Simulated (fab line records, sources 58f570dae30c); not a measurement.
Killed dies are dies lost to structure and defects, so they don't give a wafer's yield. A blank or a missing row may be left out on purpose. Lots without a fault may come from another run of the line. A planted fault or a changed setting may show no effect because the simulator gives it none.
One fault seen from 2 desks | flow berkeley_cmos170 | each desk has only its own numbers; what lay behind them comes last

THE TOOL OWNER'S DESK: rie_metal-02
The tool's own readings at UCB170_M1_METAL_ETCH_12 (etches Al in Cl2/BCl3, stops on PSG, target depth 780 nm, time 130 s): means of the sampled wafers that have a number, for each lot that ran on this tool. A lot is out of limits, marked OUT, if its mean lies more than 4 standard deviations from the usual mean; the brackets give that distance.
Columns: A = drypump_motor_current_A at UCB170_M1_METAL_ETCH_12, usual 5.9 A; B = mfc_cl2_sccm at UCB170_M1_METAL_ETCH_12, usual 89.99 sccm; C = oes_product_au at UCB170_M1_METAL_ETCH_12, usual 0.852 a.u.; D = throttle_valve_pct at UCB170_M1_METAL_ETCH_12, usual 24.5 %
lot  | first seen here | A   | B     | C     | D
L634 | day 8 19:13     | 6.4 | 90.05 | 0.859 | 24.5
L635 | day 8 21:54     | 6.2 | 89.88 | 0.865 | 24.7
L639 | day 9 17:43     | 6.2 | 89.76 | 0.852 | 24.7
L641 | day 10 02:10    | 6.2 | 90.27 | 0.865 | 24.6
L650 | day 11 21:40    | 6.4 | 90.31 | 0.855 | 24.6
L651 | day 12 08:44    | 6.4 | 89.96 | 0.852 | 24.5
This desk's finding: nothing out of limits on any of the 6 lots.

THE METROLOGY DESK
What the gauges read, lot by lot, whatever tool the lot ran on: means of the sampled wafers that have a number. A lot is out of limits, marked OUT, if its mean lies more than 4 standard deviations from the usual mean; the brackets give that distance.
Columns: A = V1_BOW at UCB170_V1_BOW_MEAS_03, usual 17 um; B = cd_nm at UCB170_M3_CD_MEAS_15, usual 700.1 nm
lot  | first seen here | A  | B
L632 | day 7 20:32     | 21 | 699.8
L634 | day 8 21:26     | 15 | 701.4
L635 | day 9 01:07     | 18 | 701.4
L638 | day 9 19:41     | 22 | 699.2
L639 | day 9 21:01     | 9  | 700.7
L640 | day 10 03:55    | 19 | 697.6
L641 | day 10 05:14    | 23 | 700.1
L645 | day 11 09:47    | 18 | 699.4
L650 | day 11 23:53    | 13 | 698.4
L654 | day 12 10:44    | 11 | 700.6
L651 | day 12 12:05    | 23 | 700.8
L653 | day 12 13:25    | 9  | 699.4
L652 | day 12 13:27    | 16 | 702.4
L655 | day 13 08:32    | 16 | 699.4
This desk's finding: nothing out of limits on any of the 14 lots.

PUT TOGETHER
The tool owner's desk saw nothing out of limits.
The metrology desk saw nothing out of limits.

WHAT THE SIMULATOR HAD PUT IN
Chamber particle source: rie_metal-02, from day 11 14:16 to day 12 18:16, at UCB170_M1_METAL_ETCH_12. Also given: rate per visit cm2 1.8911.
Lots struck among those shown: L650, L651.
